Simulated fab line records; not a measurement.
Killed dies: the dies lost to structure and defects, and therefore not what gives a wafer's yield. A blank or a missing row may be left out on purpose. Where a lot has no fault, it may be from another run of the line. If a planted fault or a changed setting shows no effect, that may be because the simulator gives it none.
Lot-split experiment | flow rit cmos | on a route of 202 steps: 5 lots, 23 wafers read

THE SPLIT
At RIT_GATE_OXIDATION_05 (target thk 3 nm, ox time 270 s), the setting ox time s was moved away from the recipe's 270 s on 20 of the 23 wafers read, by -6.3% to +14.9%. All remaining wafers had this setting at the recipe value.

The reading comes from the split's own step.

THE READING
SiO2_of_GATE_OXIDATION_05.thk nm (the simulator's own value, which no gauge read), in nm, at RIT_GATE_OXIDATION_05 (target thk 3 nm, ox time 270 s). The file gives no usual value for it. Here, 3 wafers ran the recipe; their average is 2.973 nm with a standard deviation of 0.019 nm.

wafer  | tool, chamber at the split | ox time s as run, s | against the recipe | SiO2_of_GATE_OXIDATION_05.thk nm, nm | against lot-mates on the recipe
L077.1 | furnace-01, 0              | 270                 | recipe             | 2.977                                | -
L077.4 | furnace-01, 0              | 270                 | recipe             | 2.994                                | -
L077.6 | furnace-01, 0              | 270                 | recipe             | 2.949                                | -
L078.2 | -, -                       | 259.3               | -4.0%              | 2.945                                | no lot-mate on the recipe
L078.3 | -, -                       | 259.3               | -4.0%              | 2.93                                 | no lot-mate on the recipe
L078.4 | -, -                       | 259.3               | -4.0%              | 2.967                                | no lot-mate on the recipe
L078.5 | -, -                       | 259.3               | -4.0%              | 2.976                                | no lot-mate on the recipe
L078.6 | -, -                       | 259.3               | -4.0%              | 3.015                                | no lot-mate on the recipe
L080.2 | -, -                       | 289.5               | +7.2%              | 3.071                                | no lot-mate on the recipe
L080.3 | -, -                       | 289.5               | +7.2%              | 3.076                                | no lot-mate on the recipe
L080.4 | -, -                       | 289.5               | +7.2%              | 3.069                                | no lot-mate on the recipe
L080.5 | -, -                       | 289.5               | +7.2%              | 3.023                                | no lot-mate on the recipe
L080.6 | -, -                       | 289.5               | +7.2%              | 3.08                                 | no lot-mate on the recipe
L081.1 | -, -                       | 253                 | -6.3%              | 2.909                                | no lot-mate on the recipe
L081.2 | -, -                       | 253                 | -6.3%              | 2.907                                | no lot-mate on the recipe
L081.3 | -, -                       | 253                 | -6.3%              | 2.888                                | no lot-mate on the recipe
L081.4 | -, -                       | 253                 | -6.3%              | 2.894                                | no lot-mate on the recipe
L081.5 | -, -                       | 253                 | -6.3%              | 2.943                                | no lot-mate on the recipe
L083.1 | -, -                       | 310.3               | +14.9%             | 3.393                                | no lot-mate on the recipe
L083.2 | -, -                       | 310.3               | +14.9%             | 3.408                                | no lot-mate on the recipe
L083.3 | -, -                       | 310.3               | +14.9%             | 3.414                                | no lot-mate on the recipe
L083.4 | -, -                       | 310.3               | +14.9%             | 3.347                                | no lot-mate on the recipe
L083.5 | -, -                       | 310.3               | +14.9%             | 3.451                                | no lot-mate on the recipe

FIT RESULTS
A straight line over all 23 wafers: SiO2_of_GATE_OXIDATION_05.thk nm changes by +0.0212 nm for each +1% of ox time s; r = +0.93; the points scatter about the line by 0.072 nm.
Too few moved wafers with a lot-mate on the recipe to fit a line net of each lot's own level.

FILE'S OWN FIT
SiO2_of_GATE_OXIDATION_05.thk nm changes by +0.0212 nm for each +1% of ox time s, r = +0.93.
